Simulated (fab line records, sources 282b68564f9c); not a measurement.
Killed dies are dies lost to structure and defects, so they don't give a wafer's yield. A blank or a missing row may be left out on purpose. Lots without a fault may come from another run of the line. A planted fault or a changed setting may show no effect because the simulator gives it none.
Which tool did it? | flow rit_cmos | 11 lots, 33 wafers sampled, at 2 steps of a route of 202

WHAT THE GAUGES READ, wafer by wafer
RIT_M1_CD_MEAS_09: target cd 2600 nm. Usual: cd_nm 2600.3 nm, standard deviation 2.3.
lot  | measured    | on        | cd_nm (nm)           | flag
L965 | day 3 06:07 | cd_sem-02 | 2601.6 2603.1 2600.8 |
L966 | day 3 10:32 | cd_sem-01 | 2600.4 2600.8 2604.8 |
L967 | day 3 17:21 | cd_sem-01 | 2597.4 2599.3 2600.5 |
L969 | day 4 04:32 | cd_sem-01 | 2594.6 2566.4 2570.1 | OFF
L978 | day 6 09:02 | cd_sem-02 | 2602.4 2604.0 2601.0 |
L983 | day 7 01:36 | cd_sem-02 | 2602.5 2602.2 2602.7 |
L984 | day 7 05:24 | cd_sem-02 | 2599.0 2600.8 2598.5 |
L985 | day 7 10:13 | cd_sem-01 | 2600.6 2601.8 2601.0 |
L986 | day 7 14:43 | cd_sem-02 | 2600.9 2599.0 2600.0 |
L987 | day 7 22:01 | cd_sem-02 | 2599.7 2599.6 2598.0 |
L988 | day 8 05:24 | cd_sem-01 | 2602.4 2601.3 2603.6 |

WHICH TOOL RAN EACH LOT (tool, then ch and the chambers of the sampled wafers, then the start)
lot  | RIT_M1_EXPOSE_06
L965 | iline_stepper-01 ch 0, day 3 05:41
L966 | iline_stepper-01 ch 0, day 3 10:07
L967 | iline_stepper-01 ch 0, day 3 16:55
L969 | iline_stepper-01 ch 0, day 4 04:07
L978 | iline_stepper-02 ch 0, day 6 08:37
L983 | iline_stepper-02 ch 0, day 7 01:10
L984 | iline_stepper-01 ch 0, day 7 04:58
L985 | iline_stepper-01 ch 0, day 7 09:47
L986 | iline_stepper-01 ch 0, day 7 14:08
L987 | iline_stepper-01 ch 0, day 7 21:35
L988 | iline_stepper-02 ch 0, day 8 04:58
- RIT_M1_EXPOSE_06: exposes mask M12, target cd 2600 nm.

WHAT THE TOOLS THEMSELVES READ (means of the sampled wafers that have a number; where no wafer has one, the mark that the record gives instead)
RIT_M1_EXPOSE_06. Usual: exposure_dose_mJ_cm2 249.9, standard deviation 0.32.
lot  | tool             | exposure_dose_mJ_cm2 | flag
L965 | iline_stepper-01 | 250.2                |
L966 | iline_stepper-01 | 250.3                |
L967 | iline_stepper-01 | 249.8                |
L969 | iline_stepper-01 | 246.2                | OFF
L978 | iline_stepper-02 | 249.9                |
L983 | iline_stepper-02 | 250.3                |
L984 | iline_stepper-01 | 249.5                |
L985 | iline_stepper-01 | 249.8                |
L986 | iline_stepper-01 | 249.5                |
L987 | iline_stepper-01 | 249.4                |
L988 | iline_stepper-02 | 250.1                |

THE ANSWER, worked out from the rows above alone
Rule: a lot is off if the mean of its wafers that have a number lies more than 3 standard deviations from the usual mean. A lot without any number at a reading at which 4 lots or more have one is off too. The other lots that the step has rows for count as sound. The gauges are gone through in route order, then the tools' own readings, and for those a lot's mean is taken as printed above. The first step at which some lot is off is used, and at that step the reading that is off furthest; a lot without a number counts as furthest.
Off: L969, at RIT_M1_CD_MEAS_09 (cd_nm).
A tool fits if, at a process step before that reading, it ran every lot that is off, and no sound lot after the first of them. The gauges at RIT_M1_CD_MEAS_09 aren't tried: what is off there is off at RIT_M1_EXPOSE_06 too, on other tools, and a gauge's error can't cause that. None of those tried fits.

WHAT THE SIMULATOR HAD PUT IN
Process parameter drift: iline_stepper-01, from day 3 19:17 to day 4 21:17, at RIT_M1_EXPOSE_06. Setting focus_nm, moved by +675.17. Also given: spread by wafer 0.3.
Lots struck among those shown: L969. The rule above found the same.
